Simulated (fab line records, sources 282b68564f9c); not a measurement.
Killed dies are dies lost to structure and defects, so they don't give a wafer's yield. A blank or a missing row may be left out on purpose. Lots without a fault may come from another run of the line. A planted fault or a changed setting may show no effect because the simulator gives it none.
fab line records | flow rit_cmos
record lots=14 wafers=42 last_day=8
route steps=202 shown ACTIVE@4 M1@202
lots that met no fault: from a run of the same line without faults
start_h: hours from the record's first day to the start of the lot's first wafer shown | wait_h: hours since the lot's step before | " the same as in the row above | L1.1+2: a row that stands for several wafers | - no value, or no start given | * or withheld: withheld | < > ~ a bound
route shown NAME@n: a module of which the file shows steps, and the number in the route of the first | usual: mean/standard deviation of fault-free wafers | same: alike in all rows | chamber/n: place in a boat | sites: the reading at each site | _std_site: their standard deviation | _edge_site: outer sites' mean less inner sites' | radius_mm: how far each site lies from the wafer's centre | mask NAME#n: copy n | behind: the tool/chamber that last shaped the wafer | hold: why the lot was held/for how many hours/how that ended | device: the transistor (n, p or np) that didn't switch | end of line: the same wafers' tests at the end of the route | a step without rows: its recipe alone | killed: dies lost to structure and defects at the first sort, not the wafer's yield | map: a wafer's dies, x killed, . not, _ none there
set.NAME: the setting as run; set.NAME@STEP: as run at that earlier step | model.NAME: the simulator's own value behind a step, which no gauge read
steps of the route over a sample of lots; a table a step, a row a wafer
services: from which hour (start_h, from the record's first day; less than 0 if before it) a tool's chamber was out of use, for how many hours, and why
## steps
# step RIT_ACTIVE_CVD_03
# recipe material=Si3N4 target_thk_nm=150 temp_c=810 precursor=SiH2Cl2/NH3 time_s=1500 pressure_mtorr=300 sih2cl2_flow_sccm=60 nh3_flow_sccm=150
# same time_s=1500
# columns lot.wafer tool chamber start_h wait_h
L490.1+3+4 lpcvd-02 1 12.46 0.1
L491.2+3+6 lpcvd-02 1 17.11 0.0
L492.2+3+6 lpcvd-02 1 22.24 0.0
L493.1+2+6 lpcvd-01 1 27.84 0.1
L494.1+4+6 lpcvd-01 0 32.11 0.1
L495.1+2+5 lpcvd-02 1 38.80 0.1
L497.2+5+6 lpcvd-01 1 47.43 0.0
L499.3+4+6 lpcvd-01 1 57.47 0.0
L500.3+5+6 lpcvd-01 1 63.10 0.0
L501.2+3+6 lpcvd-01 1 68.43 0.0
L503.2+3+4 lpcvd-02 1 77.95 0.0
L506.1+3+6 lpcvd-02 1 92.79 0.1
L509.2+4+5 lpcvd-02 0 109.83 0.0
L512.1+2+6 lpcvd-02 1 126.84 0.1
# step RIT_ACTIVE_THK_MEAS_04
# recipe reads=Si3N4_of_ACTIVE_CVD_03
# usual ACTIVE_NITRIDE_THK=150.8/1.3
# columns lot.wafer tool chamber start_h wait_h hold ACTIVE_NITRIDE_THK[nm]
L490.1 film_metro-04 - 13.87 0.0 - 150.7
L490.3 " - " " - 152.0
L490.4 " - " " - 152.0
L491.2 film_metro-03 - 18.54 0.0 - 153.0
L491.3 " - " " - 152.5
L491.6 " - " " - 151.5
L492.2 film_metro-01 - 23.67 0.0 - 150.2
L492.3 " - " " - 150.0
L492.6 " - " " - 150.2
L493.1 film_metro-03 - 29.26 0.0 - 149.5
L493.2 " - " " - 149.6
L493.6 " - " " - 149.9
L494.1 film_metro-03 - 34.24 0.0 - 154.3
L494.4 " - " " - 152.7
L494.6 " - " " - 152.9
L495.1 film_metro-01 - 40.21 0.0 - 150.5
L495.2 " - " " - 151.0
L495.5 " - " " - 150.3
L497.2 film_metro-04 - 49.56 0.0 await_dispo/0.2h/release 131.7
L497.5 " - " " await_dispo/0.2h/release 132.0
L497.6 " - " " await_dispo/0.2h/release 131.3
L497.2 film_metro-04 - 49.79 0.2 - 131.8
L497.5 " - " " - 131.9
L497.6 " - " " - 131.4
L499.3 film_metro-03 - 59.62 0.0 await_dispo/0.2h/release 132.0
L499.4 " - " " await_dispo/0.2h/release 131.9
L499.6 " - " " await_dispo/0.2h/release 131.9
L499.3 film_metro-03 - 59.92 0.3 - 132.0
L499.4 " - " " - 131.8
L499.6 " - " " - 132.0
L500.3 film_metro-01 - 64.54 0.0 await_dispo/0.2h/release 131.7
L500.5 " - " " await_dispo/0.2h/release 131.0
L500.6 " - " " await_dispo/0.2h/release 131.7
L500.3 film_metro-01 - 64.76 0.2 - 131.5
L500.5 " - " " - 131.1
L500.6 " - " " - 131.6
L501.2 film_metro-03 - 69.86 0.0 await_dispo/0.2h/release 133.5
L501.3 " - " " await_dispo/0.2h/release 135.3
L501.6 " - " " await_dispo/0.2h/release 133.0
L501.2 film_metro-03 - 70.13 0.3 - 133.5
L501.3 " - " " - 135.3
L501.6 " - " " - 133.0
L503.2 film_metro-01 - 79.38 0.0 - 150.9
L503.3 " - " " - 150.6
L503.4 " - " " - 150.9
L506.1 film_metro-04 - 94.92 0.0 - 152.5
L506.3 " - " " - 150.8
L506.6 " - " " - 151.3
L509.2 film_metro-03 - 111.96 0.0 - 148.5
L509.4 " - " " - 149.2
L509.5 " - " " - 147.9
L512.1 film_metro-04 - 128.25 0.0 - 148.7
L512.2 " - " " - 148.3
L512.6 " - " " - 148.7
# step RIT_ACTIVE_ETCH_13
# recipe stop_on=SiO2 chemistry=SF6 target=Si3N4 time_s=210 over_etch_frac=0.4 SF6_flow_sccm=200 pressure_mtorr=260 rf_w=125 target_depth_a=2100
# usual drypump_motor_current_A=5.7/0.37 oes_product_au=0.822/0.014 throttle_valve_pct=7.52/0.11
# same time_s=210
# columns lot.wafer tool chamber start_h wait_h drypump_motor_current_A oes_product_au rf_hours_counter_h throttle_valve_pct
L490.1 rie_diel-04 0 15.18 0.1 5.1 0.841 15 7.54
L490.3 " 3 " " 5.7 0.830 26 7.66
L490.4 " 0 " " 5.1 0.854 - 7.54
L491.2 rie_diel-01 0 19.83 0.1 6.1 0.821 45 7.40
L491.3 " 2 " " 6.0 0.803 101 7.64
L491.6 " 1 " " 5.8 0.818 - 7.40
L492.2 rie_diel-01 3 24.96 0.1 5.3 0.841 111 7.55
L492.3 " 2 " " 6.0 0.805 101 7.65
L492.6 " 3 " " 5.3 0.828 - 7.56
L493.1 rie_diel-03 0 30.57 0.1 5.0 0.800 45 7.40
L493.2 " 1 " " 6.2 0.826 18 7.54
L493.6 " 2 " " 5.6 0.812 - 7.40
L494.1 rie_diel-03 0 35.54 0.1 5.0 0.799 45 7.38
L494.4 " 0 " " 5.0 0.802 - 7.40
L494.6 " 2 " " 5.6 0.819 - 7.39
L495.1 rie_diel-01 2 41.52 0.1 6.0 0.803 101 7.64
L495.2 " 0 " " 6.1 0.811 45 7.41
L495.5 " 1 " " 5.8 0.825 - 7.40
L497.2 rie_diel-04 1 55.65 0.1 5.9 0.771 8 7.61
L497.5 " 0 " " 5.1 0.787 - 7.54
L497.6 " 3 " " 5.8 0.769 - 7.65
L499.3 rie_diel-01 1 63.79 0.1 5.8 0.768 2 7.41
L499.4 " 2 " " 6.0 0.744 102 7.64
L499.6 " 0 " " 6.1 0.759 - 7.40
L500.3 rie_diel-04 1 68.69 0.1 5.9 0.771 8 7.62
L500.5 " 1 " " 5.9 0.774 - 7.62
L500.6 " 0 " " 5.1 0.787 - 7.55
L501.2 rie_diel-04 1 73.14 0.1 5.9 0.779 8 7.62
L501.3 " 0 " " 5.2 0.793 16 7.55
L501.6 " 0 " " 5.2 0.790 - 7.54
L503.2 rie_diel-04 3 80.55 0.1 5.7 0.831 28 7.64
L503.3 " 1 " " 6.0 0.828 8 7.62
L503.4 " 0 " " 5.2 0.835 17 7.54
L506.1 rie_diel-01 2 96.10 0.1 6.0 0.811 103 7.65
L506.3 " 3 " " 5.3 0.830 112 7.56
L506.6 " 2 " " 6.0 0.804 - 7.64
L509.2 rie_diel-01 0 113.26 0.1 6.1 0.807 46 7.40
L509.4 " 2 " " 6.0 0.791 103 7.64
L509.5 " 3 " " 5.3 0.824 - 7.55
L512.1 rie_diel-03 0 129.57 0.1 5.0 0.796 47 7.40
L512.2 " 3 " " 5.7 0.834 2 7.25
L512.6 " 1 " " 6.2 0.825 - 7.54
# step RIT_M1_PROBE_99
# usual killed_at_M0_to_M3=0.0/0.083 killed_at_contacts=0.1/0.27 killed_at_front_end=7/3.1 killed_dies=7/3.2 killed_open=3.8/2.1 killed_short=3.6/2
# same gross_dies=264 killed_at_M4_up=0 killed_at_back_side=0 killed_at_other=0
# columns lot.wafer tool chamber start_h wait_h killed_at_M0_to_M3 killed_at_contacts killed_at_front_end killed_dies killed_open killed_short
L495.1 prober-02 - 87.36 0.1 0 0 8 8 3 5
L495.2 prober-02 - 87.41 0.1 0 0 10 10 2 8
L495.5 prober-02 - 87.56 0.2 0 0 7 7 2 5
L497.2 prober-02 - 105.16 0.1 0 0 3 3 2 1
L497.5 prober-02 - 105.31 0.2 0 0 6 6 4 2
L497.6 prober-02 - 105.36 0.2 0 0 11 11 8 3
L499.3 prober-02 - 108.75 0.2 1 0 10 11 3 8
L499.6 prober-02 - 108.90 0.2 0 0 4 4 2 2
L500.3 prober-01 - 118.36 0.2 0 0 12 12 6 6
L500.5 prober-01 - 118.46 0.2 0 0 10 10 6 4
L500.6 prober-01 - 118.51 0.2 0 0 5 5 2 3
L501.2 prober-02 - 126.72 0.1 0 0 6 6 2 4
L501.3 prober-02 - 126.77 0.2 0 0 8 8 7 1
L501.6 prober-02 - 126.92 0.2 0 0 6 6 1 5
L506.1 prober-02 - 157.42 0.1 0 0 2 2 1 1
L506.3 prober-02 - 157.52 0.2 0 1 7 8 4 4
L506.6 prober-02 - 157.67 0.2 0 0 8 8 2 6
# killed by level:class
L495.1 FOX2:geometric_particle:short=2 SPACER:geometric_particle:open=2 FOX1:geometric_particle:open=1 FOX1:geometric_particle:short=1 GATE:geometric_particle:short=1 REOX:geometric_particle:short=1
L495.2 GATE:geometric_particle:short=3 FOX1:geometric_particle:short=2 FOX2:geometric_particle:short=2 FOX1:geometric_particle:open=1 FOX2:geometric_particle:open=1 REOX:geometric_particle:short=1
L495.5 FOX2:geometric_particle:short=3 FOX2:geometric_particle:open=1 GATE:geometric_particle:short=1 GATE:geometric_particle:open=1 SILICIDE:geometric_particle:short=1
L497.2 REOX:geometric_particle:open=1 SPACER:geometric_particle:open=1 SILICIDE:geometric_particle:short=1
L497.5 FOX2:geometric_particle:open=1 GATE:geometric_particle:open=1 REOX:geometric_particle:open=1 SPACER:geometric_particle:short=1 SPACER:geometric_particle:open=1 SILICIDE:geometric_particle:short=1
L497.6 GATE:geometric_particle:open=4 GATE:geometric_particle:short=3 SILICIDE:geometric_particle:open=2 FOX1:geometric_particle:open=1 SPACER:geometric_particle:open=1
L499.3 FOX1:geometric_particle:open=2 GATE:geometric_particle:short=2 REOX:geometric_particle:short=2 SPACER:geometric_particle:short=2 REOX:geometric_particle:open=1 SILICIDE:geometric_particle:short=1 M1:geometric_particle:short=1
L499.6 GATE:geometric_particle:open=2 SPACER:geometric_particle:short=2
L500.3 SILICIDE:geometric_particle:open=3 FOX1:geometric_particle:short=2 GATE:geometric_particle:open=2 SILICIDE:geometric_particle:short=2 FOX1:geometric_particle:open=1 FOX2:geometric_particle:short=1 GATE:geometric_particle:short=1
L500.5 FOX1:geometric_particle:open=4 FOX1:geometric_particle:short=2 REOX:geometric_particle:short=1 REOX:geometric_particle:open=1 SPACER:geometric_particle:open=1 SILICIDE:geometric_particle:short=1
L500.6 FOX1:geometric_particle:short=2 FOX2:geometric_particle:open=1 GATE:geometric_particle:open=1 SILICIDE:geometric_particle:short=1
L501.2 GATE:geometric_particle:open=2 FOX1:geometric_particle:short=1 GATE:geometric_particle:short=1 SPACER:geometric_particle:short=1 SILICIDE:geometric_particle:short=1
L501.3 GATE:geometric_particle:open=5 SPACER:geometric_particle:open=1 SILICIDE:geometric_particle:short=1 SILICIDE:geometric_particle:open=1
L501.6 SPACER:geometric_particle:short=3 GATE:geometric_particle:short=1 GATE:geometric_particle:open=1 SILICIDE:geometric_particle:short=1
L506.1 FOX2:geometric_particle:short=1 SILICIDE:geometric_particle:open=1
L506.3 FOX2:geometric_particle:short=2 GATE:geometric_particle:open=2 GATE:geometric_particle:short=1 REOX:geometric_particle:short=1 REOX:geometric_particle:open=1 CONTACT:geometric_particle:open=1
L506.6 GATE:geometric_particle:short=3 SPACER:geometric_particle:short=2 REOX:geometric_particle:open=1 REOX:geometric_particle:short=1 SPACER:geometric_particle:open=1
## services
# columns tool chamber start_h hours kind
lpcvd-01 - -4.12 1.0 repair
rie_diel-04 2 3.36 - clean
rie_diel-04 2 3.36 21.9 scheduled_down
rie_diel-04 2 3.36 21.9 vent_cycle
rie_diel-03 3 17.00 - clean
rie_diel-03 3 17.00 - consumable_replace:esc
rie_diel-03 3 17.00 23.3 scheduled_down
rie_diel-03 3 17.00 23.3 vent_cycle
lpcvd-01 - 67.23 0.5 repair
rie_diel-04 2 67.37 2.4 repair
rie_diel-03 0 120.68 3.1 repair
## key
first_sign step=RIT_ACTIVE_THK_MEAS_04 reading=visit direction=added
effect step=RIT_ACTIVE_THK_MEAS_04 reading=ACTIVE_NITRIDE_THK direction=down sigmas=15 usual=150.8 struck=132.2
effect step=RIT_ACTIVE_ETCH_13 reading=oes_product_au direction=down sigmas=3.3 usual=0.822 struck=0.774
met_at RIT_ACTIVE_CVD_03
struck_lots L497,L499,L500,L501
tester_left_out L497,L499,L500,L501
onset_between 32.11 47.43
fault kind=site_profile_drift tool=lpcvd-01 chamber=- onset_h=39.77 steps=RIT_ACTIVE_CVD_03 basis=fraction max_abs_drift=0.27747 slope_share_per_hr=61.661 site_pattern=0,0,0,0,0,-1,-1,-1,-1
# tester_left_out: of these lots the tester's yield and bins aren't shown, on N5 and GAA mostly nor the transistor test; their killed dies are dies lost to structure and defects alone, not to doping, threshold or leakage, so they don't give the yield
